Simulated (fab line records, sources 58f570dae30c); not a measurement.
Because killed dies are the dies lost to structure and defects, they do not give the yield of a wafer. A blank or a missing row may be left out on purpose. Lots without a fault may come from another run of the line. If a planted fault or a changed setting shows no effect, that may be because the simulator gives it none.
One fault through the eyes of 2 desks -- flow berkeley cmos170 -- each desk holds nothing but its own numbers, with what lay behind them at the end

== METROLOGY DESK ==
What the gauges read for every lot (on any tool): the sampled wafers with a number, averaged. Any lot whose mean is over 4 standard deviations away from the usual mean is out of limits and marked OUT; that distance is given in the brackets.
Columns: A = cd nm at UCB170_GATE_CD_MEAS_12, usual 349.7 nm
lot,first seen here,A
L421,day 7 02:55,349.9
L422,day 7 11:21,350.4
L423,day 7 11:41,349.6
L425,day 8 01:35,347.8
L424,day 8 02:20,348.5
L428,day 8 17:37,349.8
L427,day 8 17:52,349.0
L426,day 8 18:10,351.0
L430,day 9 12:59,347.2
L431,day 9 13:14,349.6
L432,day 10 09:40,350.8
L436,day 11 12:41,351.9
L441,day 11 19:41,361.8 (+8.7) OUT
L442,day 12 14:39,360.8 (+7.9) OUT
Finding of this desk: L441, L442 out of limits; the first was L441 at day 11 19:41, on cd nm at UCB170_GATE_CD_MEAS_12. Within limits: L421, L422, L423, L425, L424, L428, L427, L426, L430, L431, L432, L436.

== DESK OF THE TOOL OWNER: litho track-01 ==
The tool's own readings at UCB170_GATE_SOFTBAKE_08 (time 60 s): means of the sampled wafers that have a number, for each lot that ran on this tool. Any lot whose mean is over 4 standard deviations away from the usual mean is out of limits and marked OUT; that distance is given in the brackets.
Columns: A = heater power total W at UCB170_GATE_SOFTBAKE_08, usual 56.80 W; B = run length s at UCB170_GATE_SOFTBAKE_08, usual 89.1 s
lot,first seen here,A,B
L423,day 7 11:00,56.76,89.5
L424,day 8 01:00,56.83,89.3
L426,day 8 16:00,56.82,89.4
L431,day 9 12:00,56.71,89.4
L441,day 11 18:00,70.55 (+99 or more) OUT,56.6 (-99 or more) OUT
L442,day 12 13:00,70.56 (+99 or more) OUT,56.7 (-99 or more) OUT
Finding of this desk: L441, L442 out of limits; the first was L441 at day 11 18:00, on heater power total W at UCB170_GATE_SOFTBAKE_08. Within limits: L423, L424, L426, L431.

== TAKEN TOGETHER ==
The tool owner's desk could have raised an alarm at day 11 18:00, on L441, L442.
L441, L442 would have let the metrology desk raise an alarm at day 11 19:41.
The lots listed all ran UCB170_GATE_SOFTBAKE_08 on litho track-01.

== WHAT THE SIMULATOR HAD PUT IN ==
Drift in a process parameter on litho track-01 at UCB170_GATE_SOFTBAKE_08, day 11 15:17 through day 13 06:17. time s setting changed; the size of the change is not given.
Lots struck among those shown: L441, L442.
Delay (hours) between the fault's onset and each desk's first out-of-limits reading: 3 at the tool owner's desk, 4 at the metrology desk.
